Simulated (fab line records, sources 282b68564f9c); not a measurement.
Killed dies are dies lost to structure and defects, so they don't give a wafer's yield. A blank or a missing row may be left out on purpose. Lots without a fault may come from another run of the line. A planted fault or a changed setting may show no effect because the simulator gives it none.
Which tool did it? | flow rit_cmos | 14 lots, 42 wafers sampled, at 1 step of a route of 202

WHAT THE GAUGES READ, wafer by wafer
RIT_PSD_OVL_MEAS_06.
lot  | measured    | on         | PSD_OVL (nm)
L166 | day 3 19:34 | overlay-01 | 0.8 0.2 0.5
L167 | day 3 20:07 | overlay-01 | -0.5 -1.8 -2.5
L168 | day 4 05:14 | overlay-01 | -1.2 -2.9 -0.4
L170 | day 4 15:01 | overlay-01 | 2.0 2.0 2.1
L171 | day 4 20:22 | overlay-02 | 1.0 -0.4 -0.4
L172 | day 5 00:31 | overlay-01 | 0.9 1.7 0.1
L173 | day 5 04:55 | overlay-01 | -0.4 0.5 -2.3
L174 | day 5 10:40 | overlay-02 | 0.2 1.0 2.3
L176 | day 5 17:55 | overlay-01 | -1.2 -0.8 -0.8
L180 | day 6 12:19 | overlay-01 | 0.4 1.5 -0.2
L185 | day 7 11:01 | overlay-02 | -0.7 -2.4 -2.1
L186 | day 7 19:04 | overlay-02 | -1.9 -4.4 -4.1
L187 | day 8 04:23 | overlay-01 | -0.6 -0.8 0.6
L188 | day 8 05:27 | overlay-02 | -0.7 -1.1 -0.8

WHICH TOOL RAN EACH LOT (tool, then ch and the chambers of the sampled wafers, then the start)
The record holds no process step before these readings.

WHAT THE TOOLS THEMSELVES READ (means of the sampled wafers that have a number; where no wafer has one, the mark that the record gives instead)
The record holds no such reading with a usual standard deviation.

THE ANSWER, worked out from the rows above alone
Rule: what is usual is taken from the lots themselves. Put in order of their means at a reading, lots are off if they are a third of the lots or fewer, leave a main group of 4 or more, and stand apart from it by a gap of 3 or more times the standard deviation of the main group's means; of several such gaps the widest counts. A main group whose means are all the same, to the digits that the tables above print for the reading, isn't used. A lot without any number at a reading at which 4 lots or more have one is off too. The other lots that the step has rows for count as sound. The gauges are gone through in route order, then the tools' own readings, and for those a lot's mean is taken as printed above. The first step at which some lot is off is used, and at that step the reading that is off furthest; a lot without a number counts as furthest.
No lot is off at any reading shown: from this, nothing can be told.

WHAT THE SIMULATOR HAD PUT IN
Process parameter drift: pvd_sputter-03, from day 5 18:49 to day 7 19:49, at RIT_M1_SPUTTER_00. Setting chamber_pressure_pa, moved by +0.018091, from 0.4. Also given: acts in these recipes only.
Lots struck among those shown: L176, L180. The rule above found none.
